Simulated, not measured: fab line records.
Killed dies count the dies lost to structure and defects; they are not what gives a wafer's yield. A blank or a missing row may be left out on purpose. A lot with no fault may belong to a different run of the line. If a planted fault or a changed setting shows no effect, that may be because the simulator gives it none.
Which tool was responsible? ; flow rit cmos ; route of 202 steps, sampled at 1 step: 14 lots, 42 wafers

== WHAT THE GAUGES READ, wafer by wafer ==
No reading from a measuring or inspecting step in the record can be judged against a usual standard deviation.

== EACH LOT AND THE TOOL THAT RAN IT (in order: tool; ch and the chambers of the sampled wafers; start) ==
lot;RIT_GATE_WET_ETCH_00
L872;wet bench-04 ch 0, day 2 08:31
L873;wet bench-02 ch 2, day 2 16:43
L874;wet bench-03 ch 3, day 2 22:22
L875;wet bench-03 ch 3, day 2 23:10
L876;wet bench-02 ch 2, day 3 06:41
L877;wet bench-03 ch 1, day 3 09:34
L878;wet bench-04 ch 0, day 3 13:19
L879;wet bench-04 ch 3, day 3 19:08
L881;wet bench-02 ch 3, day 4 09:42
L882;wet bench-03 ch 2, day 4 10:34
L883;wet bench-04 ch 1, day 4 14:23
L884;wet bench-04 ch 1, day 4 19:24
L885;wet bench-04 ch 3, day 5 01:04
L887;wet bench-04 ch 2, day 5 12:42
- RIT_GATE_WET_ETCH_00: etches SiO2 in BOE, target depth 56 nm, time 60 s.

== WHAT THE TOOLS THEMSELVES READ (means of the sampled wafers that have a number; where no wafer has one, the mark that the record gives instead) ==
RIT_GATE_WET_ETCH_00. Usual: run length s at 86.9 s, with a standard deviation of 2.6.
lot;tool;run length s (s);flag
L872;wet bench-04;85.3;
L873;wet bench-02;84.8;
L874;wet bench-03;87.5;
L875;wet bench-03;87.3;
L876;wet bench-02;85.3;
L877;wet bench-03;83.7;
L878;wet bench-04;87.3;
L879;wet bench-04;86.5;
L881;wet bench-02;87.4;
L882;wet bench-03;93.1;
L883;wet bench-04;85.6;
L884;wet bench-04;85.5;
L885;wet bench-04;67.9;OFF
L887;wet bench-04;67.1;OFF

== THE ANSWER, worked out from the rows above alone ==
Rule: a lot is off if the mean of its wafers that have a number lies more than 3 standard deviations from the usual mean. A lot without any number at a reading at which 4 lots or more have one is off too. Where the step has rows for the other lots, those lots are counted as sound. Order of review: gauges by route order, followed by the tools' own readings, for which a lot's mean as printed above is used. At the first step where some lot is off, the reading lying furthest off is the one used; lots without a number count as furthest.
Off, at RIT_GATE_WET_ETCH_00 on run length s: L885, L887.
A tool fits if, at that step or a process step before it, it ran every lot that is off, and no sound lot after the first of them. One fits: wet bench-04 at RIT_GATE_WET_ETCH_00. Its last sound lot is L884 (day 4 19:24), its first lot that is off L885 (day 5 01:04): a fault that began between those two fits.
The tool's own readings at RIT_GATE_WET_ETCH_00 bear it out: on the lots that are off they differ by more than 5 times the standard deviation of the sound lots' means. run length s reads 67.5 s there against 86.6 s on the sound lots.

== WHAT THE SIMULATOR HAD PUT IN ==
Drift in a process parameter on wet bench-04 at RIT_GATE_WET_ETCH_00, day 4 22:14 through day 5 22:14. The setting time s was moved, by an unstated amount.
Struck lots among those shown: L885, L887. The same result came from the rule above.
